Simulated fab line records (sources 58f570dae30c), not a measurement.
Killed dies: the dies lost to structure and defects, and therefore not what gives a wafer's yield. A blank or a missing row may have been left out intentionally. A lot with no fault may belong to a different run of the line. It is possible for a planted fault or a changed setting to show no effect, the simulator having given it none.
Which tool was responsible? + flow berkeley-cmos170 + Sampling: 7 lots, 21 wafers, 2 of 331 route steps

WHAT THE GAUGES READ, wafer by wafer
UCB170_PWELL_OVL_MEAS_13.
| lot  | measured    | on         | PWELL_OVL (nm) |
|------|-------------|------------|----------------|
| L946 | day 4 00:10 | overlay-01 | 3 3 9          |
| L947 | day 4 00:41 | overlay-01 | 14 6 8         |
| L954 | day 5 18:47 | overlay-02 | 3 6 0          |
| L956 | day 6 15:20 | overlay-01 | -1 -4 -1       |
| L959 | day 6 20:29 | overlay-02 | - - -          |
| L961 | day 7 08:49 | overlay-01 | 9 -3 13        |
| L966 | day 8 05:14 | overlay-02 | 5 0 3          |

WHICH TOOL RAN EACH LOT (tool, then ch and the chambers of the sampled wafers, then the start)
| lot  | UCB170_PWELL_EXPOSE_10           |
|------|----------------------------------|
| L946 | krf-scanner-01 ch 0, day 3 23:46 |
| L947 | krf-scanner-01 ch 0, day 4 00:19 |
| L954 | krf-scanner-02 ch 0, day 5 17:41 |
| L956 | krf-scanner-02 ch 0, day 6 14:40 |
| L959 | krf-scanner-01, day 6 19:37      |
| L961 | krf-scanner-01 ch 0, day 7 07:46 |
| L966 | krf-scanner-02 ch 0, day 8 04:30 |
- UCB170_PWELL_EXPOSE_10: exposes mask PWELL, target cd 3000 nm.

THE ANSWER, worked out from the rows above alone
Rule: the lots themselves supply what counts as usual. Put in order of their means at a reading, lots are off if they are a third of the lots or fewer, leave a main group of 4 or more, and stand apart from it by a gap of 3 or more times the standard deviation of the main group's means; of several such gaps the widest counts. The tables above print the reading to a certain number of digits; a main group whose means all agree to those digits is not used. Also off: a lot with no number at a reading for which 4 or more lots have one. Where the step has rows for the other lots, those lots are counted as sound.
Off: L959, seen at UCB170_PWELL_OVL_MEAS_13 (PWELL_OVL). Without a number there: L959. Main group: mean 4 nm, sd 3.5.
If a tool, at a process step before that reading, ran all the lots that are off and no sound lot after the first of them, it fits. Those tools and the gauges at UCB170_PWELL_OVL_MEAS_13 are tried in the same way. Not one of the candidates tried fits.

WHAT THE SIMULATOR HAD PUT IN
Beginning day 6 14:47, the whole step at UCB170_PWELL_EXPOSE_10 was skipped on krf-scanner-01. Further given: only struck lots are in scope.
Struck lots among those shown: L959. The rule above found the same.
